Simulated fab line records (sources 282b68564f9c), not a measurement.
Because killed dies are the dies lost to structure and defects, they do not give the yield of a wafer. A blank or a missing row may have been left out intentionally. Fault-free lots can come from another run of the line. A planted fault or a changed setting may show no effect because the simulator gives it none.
The tool behind it: which one? ; flow rit cmos ; 14 lots, 42 wafers sampled, at 2 steps of a route of 202

WHAT EACH GAUGE READ, for each wafer
RIT_NSD_OVL_MEAS_06.
lot;measured;on;NSD_OVL (nm)
L849;day 3 01:05;overlay-02;-1.1 0.7 0.6
L850;day 3 04:13;overlay-02;-1.7 -0.2 -0.8
L851;day 3 08:29;overlay-01;0.8 1.4 2.1
L853;day 3 23:07;overlay-01;-1.6 0.0 -0.5
L854;day 4 01:59;overlay-02;-1.7 -0.7 0.9
L855;day 4 06:59;overlay-01;0.2 0.2 1.5
L856;day 4 10:56;overlay-01;-2.6 -1.5 -2.5
L862;day 5 17:26;overlay-02;-180.4 -180.1 -180.4
L864;day 6 06:40;overlay-02;-180.0 -181.3 -180.7
L865;day 6 08:41;overlay-01;1.2 0.9 -1.3
L866;day 6 14:47;overlay-02;0.4 -0.3 -0.5
L867;day 6 18:18;overlay-02;-0.3 0.3 0.4
L868;day 6 22:52;overlay-02;1.3 0.4 0.3
L869;day 7 03:25;overlay-01;-1.3 -2.3 -1.8

WHAT TOOL EACH LOT RAN ON (gives the tool, then ch and the chambers of the sampled wafers, and finally the start)
lot;RIT_NSD_EXPOSE_03
L849;iline stepper-02 ch 0, day 3 00:41
L850;iline stepper-02 ch 0, day 3 03:49
L851;iline stepper-02 ch 0, day 3 08:06
L853;iline stepper-01 ch 0, day 3 22:43
L854;iline stepper-02 ch 0, day 4 01:36
L855;iline stepper-01 ch 0, day 4 06:37
L856;iline stepper-02 ch 0, day 4 10:32
L862;iline stepper-01 ch 0, day 5 17:02
L864;iline stepper-01 ch 0, day 6 06:16
L865;iline stepper-02 ch 0, day 6 08:11
L866;iline stepper-02 ch 0, day 6 14:23
L867;iline stepper-02 ch 0, day 6 17:54
L868;iline stepper-02 ch 0, day 6 22:28
L869;iline stepper-02 ch 0, day 7 03:01
- RIT_NSD_EXPOSE_03: exposes mask M9, target cd 40700 nm.

WHAT THE TOOLS THEMSELVES READ (means of the sampled wafers that have a number; where no wafer has one, the mark that the record gives instead)
The record holds no such reading with a usual standard deviation.

THE ANSWER, worked out from the rows above alone
Rule: usual is defined by the lots themselves. Put in order of their means at a reading, lots are off if they are a third of the lots or fewer, leave a main group of 4 or more, and stand apart from it by a gap of 3 or more times the standard deviation of the main group's means; of several such gaps the widest counts. A main group whose means are all the same, to the digits that the tables above print for the reading, isn't used. A lot without any number at a reading at which 4 lots or more have one is off too. Where the step has rows for the other lots, those lots are counted as sound. Order of review: gauges by route order, followed by the tools' own readings, for which a lot's mean as printed above is used. At the first step where some lot is off, the reading lying furthest off is the one used; lots without a number count as furthest.
Off: at RIT_NSD_OVL_MEAS_06 (NSD_OVL), L862, L864. Mean -0.3 nm and standard deviation 0.99 in the main group.
If a tool, at a process step before that reading, ran all the lots that are off and no sound lot after the first of them, it fits. Gauges at RIT_NSD_OVL_MEAS_06: tried the same way as those tools. One fits: iline stepper-01 at RIT_NSD_EXPOSE_03. Its last sound lot is L855 (day 4 06:37), its first lot that is off L862 (day 5 17:02): a fault that began between those two fits.

WHAT WAS PUT IN BY THE SIMULATOR
Scanner matching overlay: iline stepper-01, from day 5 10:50 on, at RIT_NSD_EXPOSE_03. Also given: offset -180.
Lots struck among those shown: L862, L864. The rule given above showed the same thing.
